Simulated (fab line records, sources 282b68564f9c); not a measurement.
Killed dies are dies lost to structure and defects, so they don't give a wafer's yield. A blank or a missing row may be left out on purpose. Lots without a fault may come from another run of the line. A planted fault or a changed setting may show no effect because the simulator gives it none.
A struck lot beside a sound one | flow rit_cmos | 33 steps out of a route of 202
Sound: wafers L293.1, L293.3, L293.4. Struck: wafers L301.1, L301.2, L301.6. The cause comes at the end.
At each step with rows: each side's tool, then ch and its chambers, then its first start. Under that, the readings that differ: sound wafers | struck wafers | difference of the means | sigmas: that difference in standard deviations of wafers without a fault.
alike: readings whose means differ by less than 2 such deviations, and words and numbers that are the same on both sides. not compared: withheld readings, readings that some wafer has no value for, bounds like >300 that may hide the same value, and numbers for which the record gives no deviation and whose values overlap.
The two part at a step that has a row with sigmas, a row that says differs or no value, or rows on one side only. Numbers that don't overlap but have no deviation are shown without sigmas and don't part them. A reading that every wafer of one side lacks parts them only if that side has two wafers or more.

first, 2 steps without rows for these wafers: RIT_SPACER_CLEAN_02 (cleans in SC2, time 600 s); RIT_SPACER_CVD_03 (deposits Si3N4 from SiH2Cl2/NH3, target thk 250 nm, time 3300 s).
RIT_SPACER_THK_MEAS_04:
  sound on film_metro-03, day 4 07:08; struck on film_metro-04, day 5 19:10
  alike: SPACER_NITRIDE_THK
RIT_SPACER_ETCHBACK_05: etches Si3N4 in SF6/CHF3, stops on SiO2, target depth 250 nm, time 240 s.
  sound on rie_diel-03 ch 0,1,2, day 4 07:11; struck on rie_diel-04 ch 2,3, day 5 19:14
  alike: chamber_pressure_mTorr, drypump_motor_current_A, oes_product_au, throttle_valve_pct
  not compared: rf_hours_counter_h
then, 6 steps without rows for these wafers: RIT_NSD_HMDS_00 (prime time 60 s); RIT_NSD_COAT_01 (resist thk 1000 nm); RIT_NSD_SOFTBAKE_02 (time 60 s); RIT_NSD_EXPOSE_03 (exposes mask M9, target cd 40700 nm); RIT_NSD_PEB_04; RIT_NSD_DEVELOP_05 (develop time 50 s).
RIT_NSD_OVL_MEAS_06:
  sound on overlay-02, day 4 08:11; struck on overlay-01, day 5 20:14
  alike: NSD_OVL
then, 1 step without rows for these wafers: RIT_NSD_HARDBAKE_07 (time 60 s).
RIT_NSD_IMPLANT_08:
  sound on implanter-02 ch 0, day 4 08:22; struck on implanter-04 ch 0, day 5 20:25
  reading                   | sound                         | struck                           | difference  | sigmas
  beam_energy_keV           | 25.005 25.006 24.991          | 32.502 32.505 32.502             | +7.502      | +99 or more
  dose_ions_cm2             | 9.983e+14 9.977e+14 9.988e+14 | 1.0015e+15 1.0008e+15 1.0009e+15 | +2.8000e+12 | +3
  model.implant.rp_nm (nm)  | 32.46 32.46 32.46             | 39.75 39.75 39.75                | +7.29       |
  model.implant.drp_nm (nm) | 14.84 14.84 14.84             | 17.72 17.72 17.72                | +2.88       |
RIT_NSD_STRIP_09: strips in O2, time 180 s.
  sound on plasma_asher-01 ch 0,1, day 4 08:31; struck on plasma_asher-01 ch 0,1, day 5 20:34
  alike: chamber_pressure_mTorr, drypump_motor_current_A
  not compared: rf_hours_counter_h
RIT_NSD_TW_MEAS_10:
  sound on film_metro-01, day 4 08:42; struck on film_metro-03, day 5 20:58
  reading | sound          | struck         | difference | sigmas
  NSD_TW  | 3163 3144 3168 | 3298 3304 3307 | +145       | +5
  not compared: hold
then, 5 steps without rows for these wafers: RIT_PSD_COAT_01 (resist thk 1000 nm); RIT_PSD_SOFTBAKE_02 (time 60 s); RIT_PSD_EXPOSE_03 (exposes mask M10, target cd 40900 nm); RIT_PSD_PEB_04; RIT_PSD_DEVELOP_05 (develop time 50 s).
RIT_PSD_OVL_MEAS_06:
  sound on overlay-01, day 4 09:46; struck on overlay-01, day 6 00:59
  alike: PSD_OVL
then, 2 steps without rows for these wafers: RIT_PSD_HARDBAKE_07 (time 60 s); RIT_PSD_IMPLANT_08.
RIT_PSD_STRIP_09: strips in O2, time 180 s.
  sound on plasma_asher-01 ch 0,1, day 4 10:07; struck on plasma_asher-04 ch 0,1, day 6 01:31
  alike: chamber_pressure_mTorr, drypump_motor_current_A
  not compared: rf_hours_counter_h
RIT_PSD_TW_MEAS_10:
  sound on film_metro-03, day 4 10:17; struck on film_metro-02, day 6 01:42
  alike: PSD_TW
then, 3 steps without rows for these wafers: RIT_SDANNEAL_CLEAN_00 (cleans in SC1, time 600 s); RIT_SDANNEAL_CLEAN_01 (cleans in dHF, time 30 s); RIT_SDANNEAL_CLEAN_02 (cleans in SC2, time 600 s).
RIT_SDANNEAL_RTA_03: time 5 s.
  sound on rtp_anneal-02 ch 0, day 4 10:43; struck on rtp_anneal-01 ch 0, day 6 02:11
  alike: ramp_up_c_per_s, wafer_temp_C_max
RIT_SDANNEAL_RS_MEAS_04: measures by four-point-probe.
  sound on film_metro-03, day 4 10:47; struck on film_metro-01, day 6 02:14
  alike: PSD_RS
RIT_SDANNEAL_RS_MEAS_05: measures by four-point-probe.
  sound on film_metro-03, day 4 10:54; struck on film_metro-01, day 6 02:39
  reading         | sound             | struck            | difference | sigmas
  NSD_RS (ohm/sq) | 84.50 84.91 84.90 | 81.87 81.70 81.80 | -2.98      | -12
  not compared: hold
RIT_SDANNEAL_RS_MEAS_06: measures by four-point-probe.
  sound on film_metro-03, day 4 11:01; struck on film_metro-01, day 6 05:47
  reading | sound | struck                                                                     | difference                   | sigmas
  hold    | - - - | await_dispo/3.0h/release await_dispo/3.0h/release await_dispo/3.0h/release | no value on the sound wafers |
  alike: PLDD_RS
RIT_M1_PROBE_99:
  sound on prober-01, day 4 18:20; struck on prober-01, day 6 12:46
  alike: killed_at_contacts, killed_at_front_end, killed_dies, killed_open, killed_short

WHERE THEY PART
First at RIT_NSD_IMPLANT_08; last, within this record, at RIT_SDANNEAL_RS_MEAS_06. Later steps at which nothing parts them and some readings are alike: RIT_M1_PROBE_99.

WHY: what the simulator had put in
Process parameter drift: implanter-04, from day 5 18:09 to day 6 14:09, at RIT_NSD_IMPLANT_08. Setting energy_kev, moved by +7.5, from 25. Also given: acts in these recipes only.
